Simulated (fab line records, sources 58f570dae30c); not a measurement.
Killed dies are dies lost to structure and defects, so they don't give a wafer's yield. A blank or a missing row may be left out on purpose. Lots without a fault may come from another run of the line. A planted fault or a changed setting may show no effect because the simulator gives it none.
A struck lot beside a sound one | flow berkeley_cmos170 | 14 steps out of a route of 331
Sound: wafers L731.3, L731.4, L731.6. Struck: wafers L728.1, L728.4, L728.6. The cause comes at the end.
At each step with rows: each side's tool, then ch and its chambers, then its first start. Under that, the readings that differ: sound wafers | struck wafers | difference of the means | sigmas: that difference in standard deviations of wafers without a fault.
alike: readings whose means differ by less than 2 such deviations, and words and numbers that are the same on both sides. not compared: withheld readings, readings that some wafer has no value for, bounds like >300 that may hide the same value, and numbers for which the record gives no deviation and whose values overlap.
The two part at a step that has a row with sigmas, a row that says differs or no value, or rows on one side only. Numbers that don't overlap but have no deviation are shown without sigmas and don't part them. A reading that every wafer of one side lacks parts them only if that side has two wafers or more.

UCB170_M2_STRIP_19: strips in O2.
  sound on plasma_asher-01 ch 0,1, day 10 12:43; struck on plasma_asher-01 ch 1, day 10 07:18
  alike: drypump_motor_current_A, oes_product_au
  not compared: rf_hours_counter_h
UCB170_M2_CD_MEAS_90: target cd 700 nm.
  sound on cd_sem-01, day 10 12:49; struck on cd_sem-02, day 10 07:24
  alike: cd_nm
UCB170_V2_CVD_00: deposits SiO2 from TEOS/O2, target thk 2000 nm, time 250 s.
  sound on pecvd-03 ch 0,1, day 10 12:53; struck on pecvd-04 ch 0,1,2, day 10 07:31
  alike: heater_power_w, susceptor_temp_C
UCB170_V2_THK_MEAS_01:
  sound on film_metro-03, day 10 13:04; struck on film_metro-03, day 10 07:41
  alike: V2_TEOS_THK
UCB170_V2_CMP_02: polishes SiO2.
  sound on cmp-02 ch 1,2,3, day 10 13:13; struck on cmp-01 ch 1,2, day 10 07:44
  alike: motor_current_A, slurry_filter_dp_kPa
UCB170_V2_BOW_MEAS_03:
  sound on film_metro-01, day 10 13:27; struck on film_metro-01, day 10 08:02
  alike: V2_BOW
UCB170_V2_THK_MEAS_04:
  sound on film_metro-01, day 10 13:33; struck on film_metro-01, day 10 08:10
  alike: V2_POLISHED_THK
then, 5 steps without rows for these wafers: UCB170_V2_CLEAN_05 (cleans in DIW); UCB170_V2_HMDS_06 (prime time 60 s); UCB170_V2_COAT_07 (resist thk 900 nm); UCB170_V2_SOFTBAKE_08 (time 60 s); UCB170_V2_EXPOSE_09 (exposes mask VIA2, target cd 700 nm).
UCB170_V2_PEB_10:
  sound on litho_track-03 ch 0, day 10 14:31; struck on litho_track-03, day 10 09:17
  no value came back on the struck wafers for chill_plate_temp_C (C), exhaust_pa (Pa), plate_temp_C (C); on the sound wafers chill_plate_temp_C (C) reads 23.00 23.00 23.04
then, 1 step without rows for these wafers: UCB170_V2_DEVELOP_11 (develop time 45 s).

WHERE THEY PART
Only at UCB170_V2_PEB_10, within this record.

WHY: what the simulator had put in
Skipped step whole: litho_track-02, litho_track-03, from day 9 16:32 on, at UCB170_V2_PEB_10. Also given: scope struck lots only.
